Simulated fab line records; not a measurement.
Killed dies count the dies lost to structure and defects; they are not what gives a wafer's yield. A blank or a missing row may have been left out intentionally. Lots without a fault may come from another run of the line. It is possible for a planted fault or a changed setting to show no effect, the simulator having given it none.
Which of the tools did it?	flow berkeley_cmos170	7 lots with 21 wafers sampled at 3 steps, on a route of 331 steps

== WHAT THE GAUGES SHOWED, per wafer ==
UCB170_SDANNEAL_RS_MEAS_04: uses a four-point probe to measure.
lot	measured	on	PLDD_RS (ohm/sq)
L111	day 8 08:57	film_metro-01	1026 1029 1027
L113	day 8 22:09	film_metro-04	1037 1039 1036
L116	day 9 03:09	film_metro-02	1031 1030 1030
L119	day 10 03:49	film_metro-04	1037 1032 1035
L126	day 11 23:14	film_metro-02	1030 1033 1037
L129	day 12 16:20	film_metro-02	- - -
L133	day 13 15:55	film_metro-04	1031 1034 1032

== TOOL THAT RAN EACH LOT (tool first, then ch and the chambers of the sampled wafers, then the start) ==
lot	UCB170_NWELL_ETCH_13	UCB170_PLDD_IMPLANT_08
L111	rie_diel-02 ch 0,1,3, day 2 20:10	implanter-03 ch 0, day 7 17:30
L113	rie_diel-01 ch 0,1,3, day 3 04:47	implanter-03 ch 0, day 8 05:34
L116	rie_diel-01 ch 0,1,3, day 3 12:07	implanter-02 ch 0, day 8 13:49
L119	rie_diel-02 ch 0,1,3, day 4 10:40	implanter-04 ch 0, day 9 11:53
L126	rie_diel-01 ch 0,1,2, day 5 17:17	implanter-03 ch 0, day 11 05:59
L129	rie_diel-02 ch 0,1,2, day 6 10:38	implanter-02 ch 0, day 11 22:30
L133	rie_diel-01 ch 0,1,3, day 7 11:35	implanter-04 ch 0, day 13 02:19
- UCB170_NWELL_ETCH_13: etches Si3N4 in CH3F/Ar/O2, stops on SiO2, target depth 246.4 nm, time 154 s.
- UCB170_PLDD_IMPLANT_08

== THE ANSWER, worked out from the rows above alone ==
Rule: the lots themselves supply what counts as usual. The widest of any qualifying gaps counts: lots, ordered by their means at a reading, are off when they make up no more than a third of the lots, leave a main group of 4 or more, and stand apart from it by 3 or more times the standard deviation of that group's means. Not used: any main group whose means are identical at the precision the tables above print for the reading. Also off: a lot with no number at a reading for which 4 or more lots have one. Any other lot the step has rows for is counted as sound.
Off: L129, seen at UCB170_SDANNEAL_RS_MEAS_04 (PLDD_RS). Without a number there: L129. The main group has a mean of 1033 ohm/sq with a standard deviation of 3.2.
If a tool, at a process step before that reading, ran all the lots that are off and no sound lot after the first of them, it fits. Gauges at UCB170_SDANNEAL_RS_MEAS_04: tried the same way as those tools. Can't be told from this: 3 tools fit, rie_diel-02 at UCB170_NWELL_ETCH_13, implanter-02 at UCB170_PLDD_IMPLANT_08, film_metro-02 at UCB170_SDANNEAL_RS_MEAS_04.

== WHAT THE SIMULATOR HAD INSERTED ==
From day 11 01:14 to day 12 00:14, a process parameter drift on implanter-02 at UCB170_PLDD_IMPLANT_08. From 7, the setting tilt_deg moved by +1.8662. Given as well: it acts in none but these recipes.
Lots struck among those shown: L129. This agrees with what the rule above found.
